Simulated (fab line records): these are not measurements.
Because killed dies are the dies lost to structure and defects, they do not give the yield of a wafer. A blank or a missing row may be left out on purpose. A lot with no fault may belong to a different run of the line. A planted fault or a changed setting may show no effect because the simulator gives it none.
Problem report in the 8D (eight disciplines) form, filled by code || flow rit_cmos || the parts of the form that need people (team, actions taken, sign-off) are left out

== 1. WHAT IS WRONG ==
Wafers without a fault read 193.2 s, standard deviation 0.42; run_length_s at RIT_GATE_ETCH_19 reads a mean of 276.8 s on 6 wafers belonging to 2 lots. That is +99 or more standard deviations from the usual mean.
The step: etches poly-Si in SF6/CHF3/O2, stops on SiO2, time 165 s, target depth 312.5 nm.
Seen first at day 5 05:58 on rie_si-02, wafer L717.2. Wafers with a number at this step in the record: 18, from 6 lots. Rule for "out", or "out of limits": more than 4 standard deviations from the usual mean. Any other wafer with a number is counted as sound.

== 2. WHAT IT IS; WHAT IT IS NOT ==
{"question": "which readings at this step", "is": "run_length_s, oes_product_au", "is not": "drypump_motor_current_A, throttle_valve_pct"}
{"question": "which lots", "is": "L717, L718", "is not": "L705, L706, L724, L728"}
{"question": "which wafers of those lots", "is": "all that have a number", "is not": "-"}
{"question": "read on which tools", "is": "rie_si-02", "is not": "rie_si-01"}
{"question": "when", "is": "from day 5 05:58", "is not": "up to then (6 sound wafers); but 6 sound wafers of L724, L728 came after"}

== 3. THE SUSPECTS, EACH WITH WHAT RULES IT OUT ==
Counting: a tool at any process step up to the reading remains a suspect when it ran all the lots that are out and ran no sound lot after the first of those.
- rie_si-02 at RIT_GATE_ETCH_19 (etches poly-Si in SF6/CHF3/O2, stops on SiO2, time 165 s, target depth 312.5 nm): kept. It ran every lot that is out, first L717 (day 5 05:58), and no sound lot after that; its last sound lot up to then is L705 (day 2 13:14). Out on those wafers are its own readings of oes_product_au, run_length_s.
After counting, what remains is rie_si-02 at RIT_GATE_ETCH_19.

== 4. THE CAUSE (what the simulator had put in) ==
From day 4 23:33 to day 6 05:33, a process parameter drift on rie_si-02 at RIT_GATE_ETCH_19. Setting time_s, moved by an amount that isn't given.
Only this tool survived the counting.

== 5. THE CHAIN OF EFFECTS, in route order ==
Each row: a reading whose mean over the struck wafers that have a number lies more than 3 standard deviations from the usual. Scope: only readings with a usual standard deviation given in the record; hours: median across lots of the time from each lot's start at the first step in this table that gives one to its start at this step; sigmas: change in usual standard deviations.
{"hours": 0, "step": "RIT_GATE_ETCH_19", "reading": "oes_product_au", "usual": "0.837 a.u.", "on struck wafers": 0.635, "change": -0.202, "sigmas": -15}
{"hours": 0, "step": "RIT_GATE_ETCH_19", "reading": "run_length_s", "usual": "193.2 s", "on struck wafers": 276.8, "change": "+83.6", "sigmas": "+99 or more"}
The process steps in it:
- RIT_GATE_ETCH_19: etches poly-Si in SF6/CHF3/O2, stops on SiO2, time 165 s, target depth 312.5 nm.

== 6. WHAT WOULD HAVE CAUGHT IT SOONER ==
In this record no reading fell out of limits until day 5 05:58, 6 hours after the fault had begun at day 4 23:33.
